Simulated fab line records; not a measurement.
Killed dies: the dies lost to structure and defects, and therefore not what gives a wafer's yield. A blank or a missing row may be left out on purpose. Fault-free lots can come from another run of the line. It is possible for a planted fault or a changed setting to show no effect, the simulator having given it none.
fab line records / flow ritCmos
[record] lots = 15 wafers = 45 lastDay = 7
route steps=202 shown FOX2@26 NWELL@34 PWELL@45 PRETRO@74
lots with no fault: from the same line, run without faults
startH: the number of hours between the record's first day and the start of the first shown wafer of the lot / waitH: hours since the lot's step before / " same as the row above / L1.1+2: a row that stands for several wafers / - no value present, or no start provided / * or withheld: withheld / < > ~ a bound
route shown NAME@n: a module of which the file shows steps, and the number in the route of the first / usual: the fault-free wafers' mean and standard deviation / same: alike in all rows / chamber/n: place in a boat / sites: the reading at each site / _std_site: how widely they spread, as a standard deviation / _edge_site: inner sites' mean taken away from outer sites' mean / radiusMm: for every site, how far away it sits from the centre of the wafer / mask NAME#n: copy n / behind: the most recent tool/chamber to have shaped the wafer / hold: cause of the lot's hold/its duration in hours/its outcome / device: names the non-switching transistor (n, p or np) / end of line: the tests these same wafers got at the end of their route / a step given without rows: its recipe and nothing more / killed: dies that structure and defects cost at the first sort, which is not the same as the wafer's yield / map: a wafer's dies, marking killed ones x, the rest . and places with no die _
set.NAME: the setting as run; set.NAME@STEP: as run at that earlier step / model.NAME: the simulator's own value behind a step, which no gauge read
one table for each step of the route and one row for each wafer, over a sample of lots
services: the hour from which a tool's chamber was out of use, counted from the record's first day as startH (under 0 if before that day), plus the number of hours and why
[[steps]]
[step RIT_FOX2_WET_ETCH_03]
[recipe] chemistry = H3PO4 target = Si3N4 targetDepthNm = 195 tempC = 165 timeS = 2700
[usual] bathGuardTempC = 165.1/0.41 bathHeatDutyPct = 27/3.1
lot.wafer=L457.1 tool=wetBench-02 chamber=0 startH=18.62 waitH=0.0 bathGuardTempC=164.8 bathHeatDutyPct=24
lot.wafer=L457.2 tool=wetBench-02 chamber=0 startH=18.62 waitH=0.0 bathGuardTempC=164.8 bathHeatDutyPct=25
lot.wafer=L457.5 tool=wetBench-02 chamber=0 startH=18.62 waitH=0.0 bathGuardTempC=165.0 bathHeatDutyPct=23
lot.wafer=L459.1 tool=wetBench-04 chamber=1 startH=30.16 waitH=0.0 bathGuardTempC=165.2 bathHeatDutyPct=26
lot.wafer=L459.4 tool=wetBench-04 chamber=1 startH=30.16 waitH=0.0 bathGuardTempC=165.2 bathHeatDutyPct=27
lot.wafer=L459.5 tool=wetBench-04 chamber=1 startH=30.16 waitH=0.0 bathGuardTempC=165.6 bathHeatDutyPct=27
lot.wafer=L460.1 tool=wetBench-04 chamber=1 startH=33.85 waitH=0.0 bathGuardTempC=165.6 bathHeatDutyPct=27
lot.wafer=L460.5 tool=wetBench-04 chamber=1 startH=33.85 waitH=0.0 bathGuardTempC=165.5 bathHeatDutyPct=26
lot.wafer=L460.6 tool=wetBench-04 chamber=1 startH=33.85 waitH=0.0 bathGuardTempC=165.9 bathHeatDutyPct=26
lot.wafer=L462.1 tool=wetBench-01 chamber=3 startH=43.62 waitH=0.0 bathGuardTempC=164.8 bathHeatDutyPct=31
lot.wafer=L462.2 tool=wetBench-01 chamber=3 startH=43.62 waitH=0.0 bathGuardTempC=165.0 bathHeatDutyPct=30
lot.wafer=L462.4 tool=wetBench-01 chamber=3 startH=43.62 waitH=0.0 bathGuardTempC=164.9 bathHeatDutyPct=27
lot.wafer=L463.3 tool=wetBench-02 chamber=2 startH=48.85 waitH=0.0 bathGuardTempC=165.0 bathHeatDutyPct=32
lot.wafer=L463.4 tool=wetBench-02 chamber=2 startH=48.85 waitH=0.0 bathGuardTempC=164.7 bathHeatDutyPct=30
lot.wafer=L463.6 tool=wetBench-02 chamber=2 startH=48.85 waitH=0.0 bathGuardTempC=164.8 bathHeatDutyPct=30
lot.wafer=L464.1 tool=wetBench-02 chamber=0 startH=55.87 waitH=0.0 bathGuardTempC=165.1 bathHeatDutyPct=24
lot.wafer=L464.2 tool=wetBench-02 chamber=0 startH=55.87 waitH=0.0 bathGuardTempC=165.0 bathHeatDutyPct=22
lot.wafer=L464.5 tool=wetBench-02 chamber=0 startH=55.87 waitH=0.0 bathGuardTempC=165.1 bathHeatDutyPct=22
lot.wafer=L466.1 tool=wetBench-04 chamber=0 startH=63.58 waitH=0.0 bathGuardTempC=165.5 bathHeatDutyPct=31
lot.wafer=L466.2 tool=wetBench-04 chamber=0 startH=63.58 waitH=0.0 bathGuardTempC=165.5 bathHeatDutyPct=29
lot.wafer=L466.4 tool=wetBench-04 chamber=0 startH=63.58 waitH=0.0 bathGuardTempC=165.5 bathHeatDutyPct=31
lot.wafer=L472.1 tool=wetBench-02 chamber=2 startH=94.09 waitH=0.0 bathGuardTempC=165.2 bathHeatDutyPct=30
lot.wafer=L472.2 tool=wetBench-02 chamber=2 startH=94.09 waitH=0.0 bathGuardTempC=165.2 bathHeatDutyPct=33
lot.wafer=L472.3 tool=wetBench-02 chamber=2 startH=94.09 waitH=0.0 bathGuardTempC=165.1 bathHeatDutyPct=29
lot.wafer=L474.2 tool=wetBench-04 chamber=3 startH=106.68 waitH=0.0 bathGuardTempC=- bathHeatDutyPct=-
lot.wafer=L474.3 tool=wetBench-04 chamber=3 startH=106.68 waitH=0.0 bathGuardTempC=- bathHeatDutyPct=-
lot.wafer=L474.5 tool=wetBench-04 chamber=3 startH=106.68 waitH=0.0 bathGuardTempC=- bathHeatDutyPct=-
lot.wafer=L475.1 tool=wetBench-01 chamber=2 startH=114.41 waitH=0.0 bathGuardTempC=- bathHeatDutyPct=-
lot.wafer=L475.2 tool=wetBench-01 chamber=2 startH=114.41 waitH=0.0 bathGuardTempC=- bathHeatDutyPct=-
lot.wafer=L475.6 tool=wetBench-01 chamber=2 startH=114.41 waitH=0.0 bathGuardTempC=- bathHeatDutyPct=-
lot.wafer=L476.1 tool=wetBench-01 chamber=2 startH=115.73 waitH=0.0 bathGuardTempC=- bathHeatDutyPct=-
lot.wafer=L476.3 tool=wetBench-01 chamber=2 startH=115.73 waitH=0.0 bathGuardTempC=- bathHeatDutyPct=-
lot.wafer=L476.5 tool=wetBench-01 chamber=2 startH=115.73 waitH=0.0 bathGuardTempC=- bathHeatDutyPct=-
lot.wafer=L477.1 tool=wetBench-04 chamber=0 startH=120.47 waitH=0.0 bathGuardTempC=165.2 bathHeatDutyPct=30
lot.wafer=L477.2 tool=wetBench-04 chamber=0 startH=120.47 waitH=0.0 bathGuardTempC=165.9 bathHeatDutyPct=30
lot.wafer=L477.3 tool=wetBench-04 chamber=0 startH=120.47 waitH=0.0 bathGuardTempC=165.2 bathHeatDutyPct=30
lot.wafer=L478.4 tool=wetBench-01 chamber=1 startH=124.98 waitH=0.0 bathGuardTempC=165.0 bathHeatDutyPct=27
lot.wafer=L478.5 tool=wetBench-01 chamber=1 startH=124.98 waitH=0.0 bathGuardTempC=165.2 bathHeatDutyPct=24
lot.wafer=L478.6 tool=wetBench-01 chamber=1 startH=124.98 waitH=0.0 bathGuardTempC=165.1 bathHeatDutyPct=26
lot.wafer=L479.2 tool=wetBench-02 chamber=2 startH=128.78 waitH=0.0 bathGuardTempC=164.8 bathHeatDutyPct=30
lot.wafer=L479.3 tool=wetBench-02 chamber=2 startH=128.78 waitH=0.0 bathGuardTempC=165.0 bathHeatDutyPct=31
lot.wafer=L479.4 tool=wetBench-02 chamber=2 startH=128.78 waitH=0.0 bathGuardTempC=164.8 bathHeatDutyPct=30
lot.wafer=L480.1 tool=wetBench-04 chamber=1 startH=133.85 waitH=0.0 bathGuardTempC=165.5 bathHeatDutyPct=26
lot.wafer=L480.5 tool=wetBench-04 chamber=1 startH=133.85 waitH=0.0 bathGuardTempC=165.5 bathHeatDutyPct=26
lot.wafer=L480.6 tool=wetBench-04 chamber=1 startH=133.85 waitH=0.0 bathGuardTempC=165.7 bathHeatDutyPct=28
[step RIT_NWELL_OVL_MEAS_06]
[usual] NWELL_OVL = -0.2/1.3
lot.wafer=L457.1 tool=overlay-02 chamber=- startH=20.44 waitH=- NWELL_OVL[nm]=0.7
lot.wafer=L457.2 tool=overlay-02 chamber=- startH=20.44 waitH=- NWELL_OVL[nm]=0.4
lot.wafer=L457.5 tool=overlay-02 chamber=- startH=20.44 waitH=- NWELL_OVL[nm]=-2.0
lot.wafer=L459.1 tool=overlay-02 chamber=- startH=32.62 waitH=- NWELL_OVL[nm]=2.9
lot.wafer=L459.4 tool=overlay-02 chamber=- startH=32.62 waitH=- NWELL_OVL[nm]=-0.1
lot.wafer=L459.5 tool=overlay-02 chamber=- startH=32.62 waitH=- NWELL_OVL[nm]=0.8
lot.wafer=L460.1 tool=overlay-01 chamber=- startH=36.50 waitH=- NWELL_OVL[nm]=0.1
lot.wafer=L460.5 tool=overlay-01 chamber=- startH=36.50 waitH=- NWELL_OVL[nm]=0.2
lot.wafer=L460.6 tool=overlay-01 chamber=- startH=36.50 waitH=- NWELL_OVL[nm]=-1.9
lot.wafer=L462.1 tool=overlay-02 chamber=- startH=45.32 waitH=- NWELL_OVL[nm]=0.5
lot.wafer=L462.2 tool=overlay-02 chamber=- startH=45.32 waitH=- NWELL_OVL[nm]=-1.3
lot.wafer=L462.4 tool=overlay-02 chamber=- startH=45.32 waitH=- NWELL_OVL[nm]=1.0
lot.wafer=L463.3 tool=overlay-02 chamber=- startH=50.63 waitH=- NWELL_OVL[nm]=0.9
lot.wafer=L463.4 tool=overlay-02 chamber=- startH=50.63 waitH=- NWELL_OVL[nm]=-0.3
lot.wafer=L463.6 tool=overlay-02 chamber=- startH=50.63 waitH=- NWELL_OVL[nm]=0.2
lot.wafer=L464.1 tool=overlay-02 chamber=- startH=57.57 waitH=- NWELL_OVL[nm]=-2.2
lot.wafer=L464.2 tool=overlay-02 chamber=- startH=57.57 waitH=- NWELL_OVL[nm]=0.8
lot.wafer=L464.5 tool=overlay-02 chamber=- startH=57.57 waitH=- NWELL_OVL[nm]=-1.4
lot.wafer=L466.1 tool=overlay-01 chamber=- startH=66.30 waitH=- NWELL_OVL[nm]=0.3
lot.wafer=L466.2 tool=overlay-01 chamber=- startH=66.30 waitH=- NWELL_OVL[nm]=-0.4
lot.wafer=L466.4 tool=overlay-01 chamber=- startH=66.30 waitH=- NWELL_OVL[nm]=-0.3
lot.wafer=L472.1 tool=overlay-02 chamber=- startH=95.79 waitH=- NWELL_OVL[nm]=0.2
lot.wafer=L472.2 tool=overlay-02 chamber=- startH=95.79 waitH=- NWELL_OVL[nm]=1.4
lot.wafer=L472.3 tool=overlay-02 chamber=- startH=95.79 waitH=- NWELL_OVL[nm]=0.0
lot.wafer=L474.2 tool=overlay-01 chamber=- startH=109.27 waitH=- NWELL_OVL[nm]=-0.4
lot.wafer=L474.3 tool=overlay-01 chamber=- startH=109.27 waitH=- NWELL_OVL[nm]=-0.4
lot.wafer=L474.5 tool=overlay-01 chamber=- startH=109.27 waitH=- NWELL_OVL[nm]=1.7
lot.wafer=L475.1 tool=overlay-01 chamber=- startH=116.18 waitH=- NWELL_OVL[nm]=0.8
lot.wafer=L475.2 tool=overlay-01 chamber=- startH=116.18 waitH=- NWELL_OVL[nm]=-1.7
lot.wafer=L475.6 tool=overlay-01 chamber=- startH=116.18 waitH=- NWELL_OVL[nm]=0.7
lot.wafer=L476.1 tool=overlay-01 chamber=- startH=117.55 waitH=- NWELL_OVL[nm]=2.3
lot.wafer=L476.3 tool=overlay-01 chamber=- startH=117.55 waitH=- NWELL_OVL[nm]=-1.2
lot.wafer=L476.5 tool=overlay-01 chamber=- startH=117.55 waitH=- NWELL_OVL[nm]=-0.2
lot.wafer=L477.1 tool=overlay-01 chamber=- startH=123.05 waitH=- NWELL_OVL[nm]=-1.1
lot.wafer=L477.2 tool=overlay-01 chamber=- startH=123.05 waitH=- NWELL_OVL[nm]=-1.9
lot.wafer=L477.3 tool=overlay-01 chamber=- startH=123.05 waitH=- NWELL_OVL[nm]=-0.8
lot.wafer=L478.4 tool=overlay-01 chamber=- startH=126.82 waitH=- NWELL_OVL[nm]=-0.5
lot.wafer=L478.5 tool=overlay-01 chamber=- startH=126.82 waitH=- NWELL_OVL[nm]=0.3
lot.wafer=L478.6 tool=overlay-01 chamber=- startH=126.82 waitH=- NWELL_OVL[nm]=0.5
lot.wafer=L479.2 tool=overlay-02 chamber=- startH=130.48 waitH=- NWELL_OVL[nm]=1.5
lot.wafer=L479.3 tool=overlay-02 chamber=- startH=130.48 waitH=- NWELL_OVL[nm]=0.9
lot.wafer=L479.4 tool=overlay-02 chamber=- startH=130.48 waitH=- NWELL_OVL[nm]=-0.2
lot.wafer=L480.1 tool=overlay-01 chamber=- startH=136.37 waitH=- NWELL_OVL[nm]=0.2
lot.wafer=L480.5 tool=overlay-01 chamber=- startH=136.37 waitH=- NWELL_OVL[nm]=0.7
lot.wafer=L480.6 tool=overlay-01 chamber=- startH=136.37 waitH=- NWELL_OVL[nm]=-2.3
[step RIT_PWELL_OVL_MEAS_06]
[usual] PWELL_OVL = 1.1/1.4
lot.wafer=L457.1 tool=overlay-01 chamber=- startH=22.34 waitH=- PWELL_OVL[nm]=-2.1
lot.wafer=L457.2 tool=overlay-01 chamber=- startH=22.34 waitH=- PWELL_OVL[nm]=-2.0
lot.wafer=L457.5 tool=overlay-01 chamber=- startH=22.34 waitH=- PWELL_OVL[nm]=-1.3
lot.wafer=L459.1 tool=overlay-02 chamber=- startH=34.17 waitH=- PWELL_OVL[nm]=1.0
lot.wafer=L459.4 tool=overlay-02 chamber=- startH=34.17 waitH=- PWELL_OVL[nm]=2.2
lot.wafer=L459.5 tool=overlay-02 chamber=- startH=34.17 waitH=- PWELL_OVL[nm]=1.7
lot.wafer=L460.1 tool=overlay-01 chamber=- startH=38.18 waitH=- PWELL_OVL[nm]=-0.7
lot.wafer=L460.5 tool=overlay-01 chamber=- startH=38.18 waitH=- PWELL_OVL[nm]=0.7
lot.wafer=L460.6 tool=overlay-01 chamber=- startH=38.18 waitH=- PWELL_OVL[nm]=1.6
lot.wafer=L462.1 tool=overlay-02 chamber=- startH=46.96 waitH=- PWELL_OVL[nm]=0.7
lot.wafer=L462.2 tool=overlay-02 chamber=- startH=46.96 waitH=- PWELL_OVL[nm]=1.8
lot.wafer=L462.4 tool=overlay-02 chamber=- startH=46.96 waitH=- PWELL_OVL[nm]=0.9
lot.wafer=L463.3 tool=overlay-02 chamber=- startH=52.36 waitH=- PWELL_OVL[nm]=1.9
lot.wafer=L463.4 tool=overlay-02 chamber=- startH=52.36 waitH=- PWELL_OVL[nm]=3.6
lot.wafer=L463.6 tool=overlay-02 chamber=- startH=52.36 waitH=- PWELL_OVL[nm]=0.8
lot.wafer=L464.1 tool=overlay-01 chamber=- startH=59.25 waitH=- PWELL_OVL[nm]=0.2
lot.wafer=L464.2 tool=overlay-01 chamber=- startH=59.25 waitH=- PWELL_OVL[nm]=2.3
lot.wafer=L464.5 tool=overlay-01 chamber=- startH=59.25 waitH=- PWELL_OVL[nm]=2.0
lot.wafer=L466.1 tool=overlay-01 chamber=- startH=67.86 waitH=- PWELL_OVL[nm]=1.6
lot.wafer=L466.2 tool=overlay-01 chamber=- startH=67.86 waitH=- PWELL_OVL[nm]=1.3
lot.wafer=L466.4 tool=overlay-01 chamber=- startH=67.86 waitH=- PWELL_OVL[nm]=2.3
lot.wafer=L472.1 tool=overlay-01 chamber=- startH=97.34 waitH=- PWELL_OVL[nm]=-0.7
lot.wafer=L472.2 tool=overlay-01 chamber=- startH=97.34 waitH=- PWELL_OVL[nm]=-1.3
lot.wafer=L472.3 tool=overlay-01 chamber=- startH=97.34 waitH=- PWELL_OVL[nm]=-1.6
lot.wafer=L474.2 tool=overlay-02 chamber=- startH=110.94 waitH=- PWELL_OVL[nm]=2.0
lot.wafer=L474.3 tool=overlay-02 chamber=- startH=110.94 waitH=- PWELL_OVL[nm]=0.9
lot.wafer=L474.5 tool=overlay-02 chamber=- startH=110.94 waitH=- PWELL_OVL[nm]=1.5
lot.wafer=L475.1 tool=overlay-02 chamber=- startH=117.73 waitH=- PWELL_OVL[nm]=-1.2
lot.wafer=L475.2 tool=overlay-02 chamber=- startH=117.73 waitH=- PWELL_OVL[nm]=1.0
lot.wafer=L475.6 tool=overlay-02 chamber=- startH=117.73 waitH=- PWELL_OVL[nm]=1.0
lot.wafer=L476.1 tool=overlay-01 chamber=- startH=119.21 waitH=- PWELL_OVL[nm]=2.7
lot.wafer=L476.3 tool=overlay-01 chamber=- startH=119.21 waitH=- PWELL_OVL[nm]=1.2
lot.wafer=L476.5 tool=overlay-01 chamber=- startH=119.21 waitH=- PWELL_OVL[nm]=2.1
lot.wafer=L477.1 tool=overlay-02 chamber=- startH=124.86 waitH=- PWELL_OVL[nm]=3.0
lot.wafer=L477.2 tool=overlay-02 chamber=- startH=124.86 waitH=- PWELL_OVL[nm]=1.4
lot.wafer=L477.3 tool=overlay-02 chamber=- startH=124.86 waitH=- PWELL_OVL[nm]=2.9
lot.wafer=L478.4 tool=overlay-01 chamber=- startH=128.37 waitH=- PWELL_OVL[nm]=1.1
lot.wafer=L478.5 tool=overlay-01 chamber=- startH=128.37 waitH=- PWELL_OVL[nm]=0.7
lot.wafer=L478.6 tool=overlay-01 chamber=- startH=128.37 waitH=- PWELL_OVL[nm]=-0.2
lot.wafer=L479.2 tool=overlay-02 chamber=- startH=132.50 waitH=- PWELL_OVL[nm]=1.9
lot.wafer=L479.3 tool=overlay-02 chamber=- startH=132.50 waitH=- PWELL_OVL[nm]=2.0
lot.wafer=L479.4 tool=overlay-02 chamber=- startH=132.50 waitH=- PWELL_OVL[nm]=1.8
lot.wafer=L480.1 tool=overlay-02 chamber=- startH=138.02 waitH=- PWELL_OVL[nm]=2.1
lot.wafer=L480.5 tool=overlay-02 chamber=- startH=138.02 waitH=- PWELL_OVL[nm]=5.4
lot.wafer=L480.6 tool=overlay-02 chamber=- startH=138.02 waitH=- PWELL_OVL[nm]=2.6
[step RIT_PRETRO_TW_MEAS_10]
[usual] PRETRO_TW = 483/4.7
lot.wafer=L457.1 tool=filmMetro-03 chamber=- startH=31.78 waitH=0.1 PRETRO_TW=479
lot.wafer=L457.2 tool=filmMetro-03 chamber=- startH=31.78 waitH=0.1 PRETRO_TW=479
lot.wafer=L457.5 tool=filmMetro-03 chamber=- startH=31.78 waitH=0.1 PRETRO_TW=481
lot.wafer=L459.1 tool=filmMetro-01 chamber=- startH=43.64 waitH=0.1 PRETRO_TW=475
lot.wafer=L459.4 tool=filmMetro-01 chamber=- startH=43.64 waitH=0.1 PRETRO_TW=476
lot.wafer=L459.5 tool=filmMetro-01 chamber=- startH=43.64 waitH=0.1 PRETRO_TW=475
lot.wafer=L460.1 tool=filmMetro-04 chamber=- startH=47.66 waitH=0.1 PRETRO_TW=490
lot.wafer=L460.5 tool=filmMetro-04 chamber=- startH=47.66 waitH=0.1 PRETRO_TW=488
lot.wafer=L460.6 tool=filmMetro-04 chamber=- startH=47.66 waitH=0.1 PRETRO_TW=490
lot.wafer=L462.1 tool=filmMetro-03 chamber=- startH=56.72 waitH=0.1 PRETRO_TW=480
lot.wafer=L462.2 tool=filmMetro-03 chamber=- startH=56.72 waitH=0.1 PRETRO_TW=480
lot.wafer=L462.4 tool=filmMetro-03 chamber=- startH=56.72 waitH=0.1 PRETRO_TW=483
lot.wafer=L463.3 tool=filmMetro-04 chamber=- startH=61.76 waitH=0.1 PRETRO_TW=486
lot.wafer=L463.4 tool=filmMetro-04 chamber=- startH=61.76 waitH=0.1 PRETRO_TW=485
lot.wafer=L463.6 tool=filmMetro-04 chamber=- startH=61.76 waitH=0.1 PRETRO_TW=485
lot.wafer=L464.1 tool=filmMetro-04 chamber=- startH=68.77 waitH=0.1 PRETRO_TW=489
lot.wafer=L464.2 tool=filmMetro-04 chamber=- startH=68.77 waitH=0.1 PRETRO_TW=485
lot.wafer=L464.5 tool=filmMetro-04 chamber=- startH=68.77 waitH=0.1 PRETRO_TW=486
lot.wafer=L466.1 tool=filmMetro-01 chamber=- startH=76.95 waitH=0.1 PRETRO_TW=474
lot.wafer=L466.2 tool=filmMetro-01 chamber=- startH=76.95 waitH=0.1 PRETRO_TW=474
lot.wafer=L466.4 tool=filmMetro-01 chamber=- startH=76.95 waitH=0.1 PRETRO_TW=476
lot.wafer=L472.1 tool=filmMetro-04 chamber=- startH=107.30 waitH=0.1 PRETRO_TW=490
lot.wafer=L472.2 tool=filmMetro-04 chamber=- startH=107.30 waitH=0.1 PRETRO_TW=488
lot.wafer=L472.3 tool=filmMetro-04 chamber=- startH=107.30 waitH=0.1 PRETRO_TW=487
lot.wafer=L474.2 tool=filmMetro-03 chamber=- startH=121.03 waitH=0.1 PRETRO_TW=480
lot.wafer=L474.3 tool=filmMetro-03 chamber=- startH=121.03 waitH=0.1 PRETRO_TW=482
lot.wafer=L474.5 tool=filmMetro-03 chamber=- startH=121.03 waitH=0.1 PRETRO_TW=478
lot.wafer=L475.1 tool=filmMetro-03 chamber=- startH=126.82 waitH=0.1 PRETRO_TW=482
lot.wafer=L475.2 tool=filmMetro-03 chamber=- startH=126.82 waitH=0.1 PRETRO_TW=481
lot.wafer=L475.6 tool=filmMetro-03 chamber=- startH=126.82 waitH=0.1 PRETRO_TW=482
lot.wafer=L476.1 tool=filmMetro-01 chamber=- startH=128.56 waitH=0.1 PRETRO_TW=474
lot.wafer=L476.3 tool=filmMetro-01 chamber=- startH=128.56 waitH=0.1 PRETRO_TW=477
lot.wafer=L476.5 tool=filmMetro-01 chamber=- startH=128.56 waitH=0.1 PRETRO_TW=477
lot.wafer=L477.1 tool=filmMetro-03 chamber=- startH=134.34 waitH=0.1 PRETRO_TW=482
lot.wafer=L477.2 tool=filmMetro-03 chamber=- startH=134.34 waitH=0.1 PRETRO_TW=482
lot.wafer=L477.3 tool=filmMetro-03 chamber=- startH=134.34 waitH=0.1 PRETRO_TW=484
lot.wafer=L478.4 tool=filmMetro-04 chamber=- startH=138.21 waitH=0.1 PRETRO_TW=488
lot.wafer=L478.5 tool=filmMetro-04 chamber=- startH=138.21 waitH=0.1 PRETRO_TW=485
lot.wafer=L478.6 tool=filmMetro-04 chamber=- startH=138.21 waitH=0.1 PRETRO_TW=483
lot.wafer=L479.2 tool=filmMetro-03 chamber=- startH=141.73 waitH=0.1 PRETRO_TW=482
lot.wafer=L479.3 tool=filmMetro-03 chamber=- startH=141.73 waitH=0.1 PRETRO_TW=483
lot.wafer=L479.4 tool=filmMetro-03 chamber=- startH=141.73 waitH=0.1 PRETRO_TW=482
lot.wafer=L480.1 tool=filmMetro-04 chamber=- startH=147.60 waitH=0.1 PRETRO_TW=483
lot.wafer=L480.5 tool=filmMetro-04 chamber=- startH=147.60 waitH=0.1 PRETRO_TW=486
lot.wafer=L480.6 tool=filmMetro-04 chamber=- startH=147.60 waitH=0.1 PRETRO_TW=485
[[services]]
tool=wetBench-01 chamber=- startH=74.24 hours=1.2 kind=repair
[[key]]
[firstSign] step = RIT_FOX2_WET_ETCH_03 reading = toolRecord direction = missing
effect none on later readings
metAt RIT_FOX2_WET_ETCH_03
struckLots L474,L475,L476
laterRowsLeftOut L474.2,L474.3,L474.5,L475.1,L475.2,L475.6,L476.1,L476.3,L476.5
sortLeftOut L474.2,L474.3,L474.5,L475.1,L475.2,L475.6,L476.1,L476.3,L476.5
testerLeftOut L474,L475,L476
notActingAt RIT_NWELL_OVL_MEAS_06,RIT_PWELL_OVL_MEAS_06,RIT_PRETRO_TW_MEAS_10
onsetBetween 63.58 106.68
[fault] kind = skippedStepWhole tool = wetBench-01,wetBench-04 chamber = - onsetH = 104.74 steps = RIT_FOX2_WET_ETCH_03 scope = struckLotsOnly
// testerLeftOut: of these lots the tester's yield and bins aren't shown, on N5 and GAA mostly nor the transistor test; their killed dies are dies lost to structure and defects alone, not to doping, threshold or leakage, so they don't give the yield
// sortLeftOut: the simulated sort isn't trusted on such a fault, so these wafers' sort isn't shown, and their yield isn't known
// laterRowsLeftOut: the simulator's readings of these wafers behind a module that went badly wrong aren't trusted and aren't shown, but for the sort
